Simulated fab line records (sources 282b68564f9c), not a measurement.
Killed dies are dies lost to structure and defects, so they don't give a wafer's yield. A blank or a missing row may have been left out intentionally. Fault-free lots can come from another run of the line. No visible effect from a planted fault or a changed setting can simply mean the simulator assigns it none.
The tool behind it: which one?    flow rit cmos    14 lots, 42 wafers sampled, at 4 steps of a route of 202

WHAT THE GAUGES READ, wafer by wafer
RIT_ACTIVE_BOW_MEAS_00.
lot   measured     on             INCOMING_BOW (um)
L244  day 1 10:02  film metro-03  -11 -11 -5
L245  day 1 15:01  film metro-03  -6 -4 -5
L246  day 1 20:00  film metro-03  6 6 0
L247  day 2 01:00  film metro-03  2 -7 4
L248  day 2 06:00  film metro-01  -2 -2 1
L249  day 2 11:02  film metro-04  2 9 -3
L250  day 2 16:01  film metro-04  3 -7 3
L252  day 3 02:00  film metro-04  -6 -3 5
L254  day 3 12:00  film metro-01  3 -1 11
L255  day 3 17:01  film metro-04  0 0 1
L256  day 3 22:01  film metro-04  6 -8 -2
L262  day 5 04:02  film metro-01  -11 5 -6
L266  day 6 00:04  film metro-01  -11 12 -3
L267  day 6 05:00  film metro-01  2 2 -14

RIT_FOX2_THK_MEAS_01.
lot   measured     on             FOX2_OXIDE_THK (nm)
L244  day 1 23:59  film metro-04  339 340 339
L245  day 2 05:25  film metro-04  352 345 348
L246  day 2 05:24  film metro-01  345 351 345
L247  day 2 16:22  film metro-02  355 357 352
L248  day 2 20:58  film metro-04  356 356 358
L249  day 3 03:39  film metro-04  354 355 358
L250  day 3 10:19  film metro-04  363 354 360
L252  day 3 13:47  film metro-04  338 343 350
L256  day 4 09:34  film metro-02  354 350 349
L262  day 5 13:34  film metro-02  346 355 344
L266  day 6 10:10  film metro-04  347 344 349
L267  day 6 16:12  film metro-04  351 355 350

RIT_NRETRO_TW_MEAS_10.
lot   measured     on             NRETRO_TW
L244  day 2 12:04  film metro-04  1055 1052 1057
L245  day 2 18:56  film metro-04  1054 1058 1052
L246  day 2 18:41  film metro-01  1036 1035 1033
L247  day 3 04:04  film metro-04  1046 1043 1050
L248  day 3 12:01  film metro-04  1041 1047 1048
L249  day 3 17:43  film metro-03  1074 1071 1070
L250  day 3 21:25  film metro-01  1037 1046 1041
L252  day 4 01:33  film metro-04  1049 1052 1057
L256  day 4 21:20  film metro-04  1056 1060 1055
L262  day 6 01:25  film metro-01  1041 1039 1038
L266  day 7 00:35  film metro-03  1072 1065 1065
L267  day 7 05:37  film metro-01  1031 1040 1035

TOOL THAT RAN EACH LOT (tool first, then ch and the chambers of the sampled wafers, then the start)
lot   RIT_ACTIVE_DEVELOP_10
L244  litho track-01 ch 0, day 1 15:00
L245  litho track-03 ch 0, day 1 21:00
L246  litho track-01 ch 0, day 2 00:00
L247  litho track-03 ch 0, day 2 06:00
L248  litho track-03 ch 0, day 2 10:00
L249  litho track-02 ch 0, day 2 17:00
L250  litho track-01 ch 0, day 2 23:00
L252  litho track-02 ch 0, day 3 07:00
L254  litho track-02, day 3 16:00
L255  litho track-01, day 3 22:00
L256  litho track-02 ch 0, day 4 04:00
L262  litho track-01 ch 0, day 5 09:00
L266  litho track-01 ch 0, day 6 04:00
L267  litho track-01 ch 0, day 6 09:00
- RIT_ACTIVE_DEVELOP_10: develop time 50 s.

AS READ BY THE TOOLS THEMSELVES (means over the sampled wafers that have a number; for cases with no such wafer, the mark the record gives instead)
RIT_ACTIVE_DEVELOP_10.
lot   tool            chill plate temp C (C)  developer temp C (C)
L244  litho track-01  23.06                   23.00
L245  litho track-03  23.00                   22.93
L246  litho track-01  22.80                   22.94
L247  litho track-03  23.11                   23.00
L248  litho track-03  23.00                   23.06
L249  litho track-02  23.04                   23.07
L250  litho track-01  22.98                   23.02
L252  litho track-02  23.13                   22.98
L254  litho track-02  -                       -
L255  litho track-01  -                       -
L256  litho track-02  23.06                   22.90
L262  litho track-01  22.95                   23.02
L266  litho track-01  23.03                   22.95
L267  litho track-01  23.01                   22.96

THE ANSWER, worked out from the rows above alone
Rule: the usual values come from the lots themselves. The widest of any qualifying gaps counts: lots, ordered by their means at a reading, are off when they make up no more than a third of the lots, leave a main group of 4 or more, and stand apart from it by 3 or more times the standard deviation of that group's means. If all means in a main group match to the digits the tables above print for the reading, that group is not used. Also off: a lot with no number at a reading for which 4 or more lots have one. Where the step has rows for the other lots, those lots are counted as sound. Order of review: gauges by route order, followed by the tools' own readings, for which a lot's mean as printed above is used. At the first step where some lot is off, the reading lying furthest off is the one used; lots without a number count as furthest.
Off: L254, L255, at RIT_ACTIVE_DEVELOP_10 (chill plate temp C). Without a number there: L254, L255. Main group: mean 23.01 C, sd 0.081.
A tool fits if, at that step or a process step before it, it ran every lot that is off, and no sound lot after the first of them. Not one of the candidates tried fits.

WHAT WAS PUT IN BY THE SIMULATOR
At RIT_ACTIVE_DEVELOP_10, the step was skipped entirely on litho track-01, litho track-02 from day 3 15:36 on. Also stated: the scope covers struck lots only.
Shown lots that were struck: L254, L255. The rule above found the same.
